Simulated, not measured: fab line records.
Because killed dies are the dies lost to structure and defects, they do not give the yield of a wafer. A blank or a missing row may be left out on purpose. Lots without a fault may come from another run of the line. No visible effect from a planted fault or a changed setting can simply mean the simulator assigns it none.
Comparing a struck lot with a sound one + flow rit cmos + 34 steps out of a route of 202
Sound: these wafers, L822.1, L822.5, L822.6. Wafers L832.2, L832.3, L832.5 were the ones struck. The cause comes at the end.
At each step with rows: each side's tool, then ch and its chambers, then its first start. Under that, the readings that differ: sound wafers + struck wafers + difference of the means + sigmas: that difference in standard deviations of wafers without a fault.
alike: same words and numbers on both sides, and readings whose means sit less than 2 such deviations apart. not compared: any withheld reading, any reading some wafer has no value for, any bound like >300 that may hide the same value, and any number with overlapping values for which the record gives no deviation.
The two part at a step that has a row with sigmas, a row that says differs or no value, or rows on one side only. Numbers that don't overlap but have no deviation are shown without sigmas and don't part them. A reading that every wafer of one side lacks parts them only if that side has two wafers or more.

first, 2 steps without rows for these wafers: RIT_SPACER_CLEAN_02 (cleans in SC2, time 600 s); RIT_SPACER_CVD_03 (deposits Si3N4 from SiH2Cl2/NH3, target thk 250 nm, time 3300 s).
RIT_SPACER_THK_MEAS_04:
  sound on film metro-04 at day 3 23:47; struck on film metro-03 at day 5 21:36
| reading                 | sound             | struck            | difference | sigmas |
|-------------------------|-------------------|-------------------|------------|--------|
| SPACER_NITRIDE_THK (nm) | 250.6 249.2 249.3 | 242.7 245.8 243.6 | -5.7       | -2     |
RIT_SPACER_ETCHBACK_05: etches Si3N4 in SF6/CHF3, stops on SiO2, target depth 250 nm, time 240 s.
  sound on rie diel-04 ch 0,2,3, day 3 23:50; struck on rie diel-01 ch 0,2, day 5 21:39
  alike: drypump motor current A, oes product au, throttle valve pct
  not compared: rf hours counter h
then, 6 steps without rows for these wafers: RIT_NSD_HMDS_00 (prime time 60 s); RIT_NSD_COAT_01 (resist thk 1000 nm); RIT_NSD_SOFTBAKE_02 (time 60 s); RIT_NSD_EXPOSE_03 (exposes mask M9, target cd 40700 nm); RIT_NSD_PEB_04; RIT_NSD_DEVELOP_05 (develop time 50 s).
RIT_NSD_OVL_MEAS_06:
  sound on overlay-01 at day 4 00:50; struck on overlay-02 at day 5 22:47
| reading      | sound       | struck        | difference | sigmas |
|--------------|-------------|---------------|------------|--------|
| NSD_OVL (nm) | 3.3 1.9 2.4 | -1.1 -0.1 0.5 | -2.8       | -2     |
then, 1 step without rows for these wafers: RIT_NSD_HARDBAKE_07 (time 60 s).
RIT_NSD_IMPLANT_08:
  sound on implanter-03 ch 0, day 4 01:02; struck on implanter-03 ch 0, day 5 22:59
| reading            | sound                            | struck                           | difference  | sigmas      |
|--------------------|----------------------------------|----------------------------------|-------------|-------------|
| dose ions cm2      | 1.0007e+15 1.0014e+15 1.0001e+15 | 1.1342e+15 1.1349e+15 1.1351e+15 | +1.3400e+14 | +99 or more |
| faraday current uA | 3168 3063 3088                   | 3658 3502 3650                   | +497        | +8          |
RIT_NSD_STRIP_09: strips in O2, time 180 s.
  sound on plasma asher-04 ch 0,1, day 4 01:11; struck on plasma asher-04 ch 0, day 5 23:07
  alike: drypump motor current A
  not compared: rf hours counter h
RIT_NSD_TW_MEAS_10:
  sound on film metro-02 at day 4 01:21; struck on film metro-04 at day 5 23:17
  alike: NSD_TW
then, 6 steps without rows for these wafers: RIT_PSD_HMDS_00 (prime time 60 s); RIT_PSD_COAT_01 (resist thk 1000 nm); RIT_PSD_SOFTBAKE_02 (time 60 s); RIT_PSD_EXPOSE_03 (exposes mask M10, target cd 40900 nm); RIT_PSD_PEB_04; RIT_PSD_DEVELOP_05 (develop time 50 s).
RIT_PSD_OVL_MEAS_06:
  sound on overlay-01 at day 4 02:23; struck on overlay-01 at day 6 00:12
| reading      | sound        | struck         | difference | sigmas |
|--------------|--------------|----------------|------------|--------|
| PSD_OVL (nm) | 0.6 0.5 -0.7 | -1.8 -4.0 -2.9 | -3.0       | -2     |
then, 2 steps without rows for these wafers: RIT_PSD_HARDBAKE_07 (time 60 s); RIT_PSD_IMPLANT_08.
RIT_PSD_STRIP_09: strips in O2, time 180 s.
  sound on plasma asher-04 ch 0,1, day 4 02:43; struck on plasma asher-01 ch 0,1, day 6 00:32
  alike: drypump motor current A
  not compared: rf hours counter h
RIT_PSD_TW_MEAS_10:
  sound on film metro-04 at day 4 02:54; struck on film metro-04 at day 6 00:43
  alike: PSD_TW
then, 3 steps without rows for these wafers: RIT_SDANNEAL_CLEAN_00 (cleans in SC1, time 600 s); RIT_SDANNEAL_CLEAN_01 (cleans in dHF, time 30 s); RIT_SDANNEAL_CLEAN_02 (cleans in SC2, time 600 s).
RIT_SDANNEAL_RTA_03: time 5 s.
  sound on rtp anneal-02 ch 0, day 4 03:20; struck on rtp anneal-02 ch 0, day 6 01:08
  alike: ramp up c per s, wafer_temp_C_max
RIT_SDANNEAL_RS_MEAS_04: measures by four-point-probe.
  sound on film metro-04 at day 4 03:23; struck on film metro-04 at day 6 01:13
  alike: PSD_RS
RIT_SDANNEAL_RS_MEAS_05: measures by four-point-probe.
  sound on film metro-04 at day 4 03:30; struck on film metro-04 at day 6 01:20
| reading         | sound             | struck            | difference | sigmas |
|-----------------|-------------------|-------------------|------------|--------|
| NSD_RS (ohm/sq) | 84.64 84.29 84.32 | 76.26 76.14 76.39 | -8.15      | -29    |
RIT_SDANNEAL_RS_MEAS_06: measures by four-point-probe.
  sound on film metro-04 at day 4 03:37; struck on film metro-04 at day 6 01:27
  alike: PLDD_RS
RIT_M1_PROBE_99:
  sound on prober-01 at day 4 10:59; struck on prober-01 at day 6 08:55
| reading                               | sound             | struck            | difference | sigmas |
|---------------------------------------|-------------------|-------------------|------------|--------|
| model.etest.contact nplus.end ohm um  | 44.25 42.04 43.58 | 37.07 36.74 36.71 | -6.45      |        |
| model.etest.nmos_0p15.tox inv nm (nm) | 4.473 4.443 4.415 | 4.283 4.274 4.291 | -0.161     |        |
  alike: killed at contacts, killed at front end, killed dies, killed open, killed short

WHERE THEY PART
At RIT_SPACER_THK_MEAS_04 first; at RIT_SDANNEAL_RS_MEAS_05 last (within this record only). Later steps at which nothing parts them and some readings are alike: RIT_SDANNEAL_RS_MEAS_06, RIT_M1_PROBE_99.

WHY: what had been put in by the simulator
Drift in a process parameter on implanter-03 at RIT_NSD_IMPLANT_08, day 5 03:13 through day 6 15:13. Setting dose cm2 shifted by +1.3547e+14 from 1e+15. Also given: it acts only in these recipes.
